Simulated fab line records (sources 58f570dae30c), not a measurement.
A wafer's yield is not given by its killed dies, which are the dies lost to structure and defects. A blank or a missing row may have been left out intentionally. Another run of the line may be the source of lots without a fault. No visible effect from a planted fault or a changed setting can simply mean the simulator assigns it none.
Which tool did it? / flow berkeleyCmos170 / 48 wafers from 16 lots sampled at 5 of the route's 331 steps

## WHAT THE GAUGES SHOWED, per wafer
UCB170_NLDD_TW_MEAS_11. Usual: for NLDD_TW the level is 2221 and the standard deviation is 23.
lot=L927; measured=day 7 17:41; on=filmMetro-01; NLDD_TW=2214 2198 2202; flag=
lot=L928; measured=day 7 18:01; on=filmMetro-04; NLDD_TW=2234 2233 2226; flag=
lot=L926; measured=day 7 18:53; on=filmMetro-04; NLDD_TW=2230 2229 2239; flag=
lot=L931; measured=day 8 02:10; on=filmMetro-01; NLDD_TW=2201 2189 2196; flag=
lot=L930; measured=day 8 02:53; on=filmMetro-01; NLDD_TW=2193 2199 2199; flag=
lot=L929; measured=day 8 03:10; on=filmMetro-02; NLDD_TW=2248 2255 2238; flag=
lot=L933; measured=day 8 17:50; on=filmMetro-04; NLDD_TW=2224 2224 2225; flag=
lot=L932; measured=day 8 18:20; on=filmMetro-04; NLDD_TW=2215 2221 2210; flag=
lot=L935; measured=day 9 01:59; on=filmMetro-02; NLDD_TW=2240 2239 2243; flag=
lot=L937; measured=day 9 12:40; on=filmMetro-02; NLDD_TW=2232 2244 2248; flag=
lot=L938; measured=day 9 12:56; on=filmMetro-01; NLDD_TW=2181 2194 2188; flag=
lot=L940; measured=day 9 23:17; on=filmMetro-02; NLDD_TW=2241 2233 2223; flag=
lot=L942; measured=day 10 17:35; on=filmMetro-01; NLDD_TW=1886 1886 1890; flag=OFF
lot=L943; measured=day 10 18:26; on=filmMetro-04; NLDD_TW=1933 1925 1929; flag=OFF
lot=L945; measured=day 11 14:15; on=filmMetro-02; NLDD_TW=1945 1953 1944; flag=OFF
lot=L944; measured=day 11 14:34; on=filmMetro-04; NLDD_TW=1927 1924 1918; flag=OFF

UCB170_PSD_TW_MEAS_10. Usual: for PSD_TW the level is 2330 and the standard deviation is 24.
lot=L927; measured=day 8 00:25; on=filmMetro-01; PSD_TW=2304 2295 2308; flag=
lot=L928; measured=day 8 00:08; on=filmMetro-04; PSD_TW=2345 2358 2338; flag=
lot=L926; measured=day 8 00:40; on=filmMetro-02; PSD_TW=2368 2371 2354; flag=
lot=L931; measured=day 8 10:47; on=filmMetro-02; PSD_TW=2370 2364 2366; flag=
lot=L930; measured=day 8 11:04; on=filmMetro-01; PSD_TW=2302 2304 2301; flag=
lot=L929; measured=day 8 10:59; on=filmMetro-04; PSD_TW=2342 2344 2351; flag=
lot=L933; measured=day 9 02:10; on=filmMetro-02; PSD_TW=2350 2353 2346; flag=
lot=L932; measured=day 9 02:36; on=filmMetro-04; PSD_TW=2327 2303 2310; flag=
lot=L935; measured=day 9 09:23; on=filmMetro-02; PSD_TW=2357 2348 2363; flag=
lot=L937; measured=day 9 22:07; on=filmMetro-02; PSD_TW=2349 2348 2347; flag=
lot=L938; measured=day 9 21:30; on=filmMetro-01; PSD_TW=2314 2306 2304; flag=
lot=L940; measured=day 10 07:48; on=filmMetro-04; PSD_TW=2332 2319 2328; flag=
lot=L942; measured=day 11 00:34; on=filmMetro-01; PSD_TW=2299 2297 2304; flag=
lot=L943; measured=day 11 00:48; on=filmMetro-04; PSD_TW=2327 2322 2326; flag=
lot=L945; measured=day 11 20:11; on=filmMetro-02; PSD_TW=2378 2388 2370; flag=
lot=L944; measured=day 12 02:46; on=filmMetro-01; PSD_TW=2305 2300 2306; flag=

UCB170_SDANNEAL_RS_MEAS_05: uses a four-point probe to measure. Usual: for NLDD_RS the level is 615.8 ohm/sq and the standard deviation is 1.4.
lot=L927; measured=day 8 04:47; on=filmMetro-04; NLDD_RS (ohm/sq)=614.1 613.6 614.8; flag=
lot=L928; measured=day 8 04:38; on=filmMetro-02; NLDD_RS (ohm/sq)=613.8 616.8 613.8; flag=
lot=L926; measured=day 8 05:02; on=filmMetro-01; NLDD_RS (ohm/sq)=615.8 615.0 616.1; flag=
lot=L931; measured=day 8 14:32; on=filmMetro-02; NLDD_RS (ohm/sq)=616.7 617.1 614.5; flag=
lot=L930; measured=day 8 15:13; on=filmMetro-01; NLDD_RS (ohm/sq)=613.6 614.8 613.9; flag=
lot=L929; measured=day 8 14:52; on=filmMetro-04; NLDD_RS (ohm/sq)=615.3 615.0 614.7; flag=
lot=L933; measured=day 9 06:44; on=filmMetro-01; NLDD_RS (ohm/sq)=615.2 616.8 616.6; flag=
lot=L932; measured=day 9 07:55; on=filmMetro-02; NLDD_RS (ohm/sq)=618.6 619.4 617.8; flag=
lot=L935; measured=day 9 15:22; on=filmMetro-04; NLDD_RS (ohm/sq)=614.3 615.4 615.0; flag=
lot=L937; measured=day 10 01:32; on=filmMetro-02; NLDD_RS (ohm/sq)=616.6 616.8 616.5; flag=
lot=L938; measured=day 10 00:41; on=filmMetro-02; NLDD_RS (ohm/sq)=616.6 616.5 616.5; flag=
lot=L940; measured=day 10 11:06; on=filmMetro-02; NLDD_RS (ohm/sq)=615.5 616.3 615.8; flag=
lot=L942; measured=day 11 03:49; on=filmMetro-04; NLDD_RS (ohm/sq)=- - -; flag=OFF
lot=L943; measured=day 11 04:07; on=filmMetro-01; NLDD_RS (ohm/sq)=- - -; flag=OFF
lot=L945; measured=day 12 00:28; on=filmMetro-04; NLDD_RS (ohm/sq)=- - -; flag=OFF
lot=L944; measured=day 12 05:57; on=filmMetro-01; NLDD_RS (ohm/sq)=- - -; flag=OFF

UCB170_M1_OVL_MEAS_10. Usual: for M1_OVL the level is 1 nm and the standard deviation is 4.8.
lot=L927; measured=day 8 17:05; on=overlay-02; M1_OVL (nm)=0 -3 -7; flag=
lot=L928; measured=day 8 17:41; on=overlay-02; M1_OVL (nm)=7 -7 -6; flag=
lot=L926; measured=day 8 16:40; on=overlay-01; M1_OVL (nm)=3 0 -3; flag=
lot=L931; measured=day 8 21:07; on=overlay-01; M1_OVL (nm)=11 2 4; flag=
lot=L930; measured=day 8 22:47; on=overlay-02; M1_OVL (nm)=-2 -2 -7; flag=
lot=L929; measured=day 8 22:27; on=overlay-02; M1_OVL (nm)=8 8 5; flag=
lot=L933; measured=day 9 13:22; on=overlay-02; M1_OVL (nm)=2 2 6; flag=
lot=L932; measured=day 9 14:31; on=overlay-02; M1_OVL (nm)=9 3 1; flag=
lot=L935; measured=day 9 23:12; on=overlay-02; M1_OVL (nm)=-7 2 3; flag=
lot=L937; measured=day 10 14:43; on=overlay-02; M1_OVL (nm)=0 3 -1; flag=
lot=L938; measured=day 10 07:10; on=overlay-01; M1_OVL (nm)=6 1 5; flag=
lot=L940; measured=day 10 20:15; on=overlay-02; M1_OVL (nm)=-5 -7 -3; flag=
lot=L942; measured=day 11 12:21; on=overlay-01; M1_OVL (nm)=2 -1 4; flag=
lot=L943; measured=day 11 13:04; on=overlay-01; M1_OVL (nm)=3 -1 7; flag=
lot=L945; measured=day 12 07:12; on=overlay-02; M1_OVL (nm)=2 -5 1; flag=
lot=L944; measured=day 12 14:28; on=overlay-02; M1_OVL (nm)=3 6 4; flag=

## TOOL THAT RAN EACH LOT (tool first, then ch and the chambers of the sampled wafers, then the start)
lot=L927; UCB170_NLDD_IMPLANT_08=implanter-04 ch 0, day 7 17:19
lot=L928; UCB170_NLDD_IMPLANT_08=implanter-01 ch 0, day 7 17:38
lot=L926; UCB170_NLDD_IMPLANT_08=implanter-04 ch 0, day 7 18:29
lot=L931; UCB170_NLDD_IMPLANT_08=implanter-02 ch 0, day 8 01:46
lot=L930; UCB170_NLDD_IMPLANT_08=implanter-01 ch 0, day 8 02:29
lot=L929; UCB170_NLDD_IMPLANT_08=implanter-02 ch 0, day 8 02:46
lot=L933; UCB170_NLDD_IMPLANT_08=implanter-02 ch 0, day 8 17:27
lot=L932; UCB170_NLDD_IMPLANT_08=implanter-01 ch 0, day 8 17:57
lot=L935; UCB170_NLDD_IMPLANT_08=implanter-04 ch 0, day 9 01:35
lot=L937; UCB170_NLDD_IMPLANT_08=implanter-04 ch 0, day 9 12:18
lot=L938; UCB170_NLDD_IMPLANT_08=implanter-02 ch 0, day 9 12:33
lot=L940; UCB170_NLDD_IMPLANT_08=implanter-04 ch 0, day 9 22:52
lot=L942; UCB170_NLDD_IMPLANT_08=implanter-01 ch 0, day 10 17:13
lot=L943; UCB170_NLDD_IMPLANT_08=implanter-01 ch 0, day 10 18:04
lot=L945; UCB170_NLDD_IMPLANT_08=implanter-04 ch 0, day 11 13:51
lot=L944; UCB170_NLDD_IMPLANT_08=implanter-01 ch 0, day 11 14:13
- UCB170_NLDD_IMPLANT_08

## WHAT THE TOOLS THEMSELVES READ (means of the sampled wafers that have a number; where no wafer has one, the mark that the record gives instead)
UCB170_NLDD_IMPLANT_08. Usual: beamOnS 10.00 s, standard deviation 0.21.
lot=L927; tool=implanter-04; beamOnS (s)=10.01; flag=
lot=L928; tool=implanter-01; beamOnS (s)=9.96; flag=
lot=L926; tool=implanter-04; beamOnS (s)=9.84; flag=
lot=L931; tool=implanter-02; beamOnS (s)=10.12; flag=
lot=L930; tool=implanter-01; beamOnS (s)=10.13; flag=
lot=L929; tool=implanter-02; beamOnS (s)=9.95; flag=
lot=L933; tool=implanter-02; beamOnS (s)=10.04; flag=
lot=L932; tool=implanter-01; beamOnS (s)=10.07; flag=
lot=L935; tool=implanter-04; beamOnS (s)=9.98; flag=
lot=L937; tool=implanter-04; beamOnS (s)=10.06; flag=
lot=L938; tool=implanter-02; beamOnS (s)=9.72; flag=
lot=L940; tool=implanter-04; beamOnS (s)=9.99; flag=
lot=L942; tool=implanter-01; beamOnS (s)=10.08; flag=
lot=L943; tool=implanter-01; beamOnS (s)=10.06; flag=
lot=L945; tool=implanter-04; beamOnS (s)=10.06; flag=
lot=L944; tool=implanter-01; beamOnS (s)=9.98; flag=

## THE ANSWER, worked out from the rows above alone
Rule: a lot is off if the mean of its wafers that have a number lies more than 3 standard deviations from the usual mean. Also off: a lot with no number at a reading for which 4 or more lots have one. The other lots that the step has rows for count as sound. Order of review: gauges by route order, followed by the tools' own readings, for which a lot's mean as printed above is used. The first step at which some lot is off is used, and at that step the reading that is off furthest; a lot without a number counts as furthest.
Off: L942, L943, L945, L944, at UCB170_NLDD_TW_MEAS_11 (NLDD_TW).
A tool fits if, at a process step before that reading, it ran every lot that is off, and no sound lot after the first of them. Gauges at UCB170_NLDD_TW_MEAS_11: tried the same way as those tools. None of those tried fits.

## WHAT THE SIMULATOR HAD PUT IN
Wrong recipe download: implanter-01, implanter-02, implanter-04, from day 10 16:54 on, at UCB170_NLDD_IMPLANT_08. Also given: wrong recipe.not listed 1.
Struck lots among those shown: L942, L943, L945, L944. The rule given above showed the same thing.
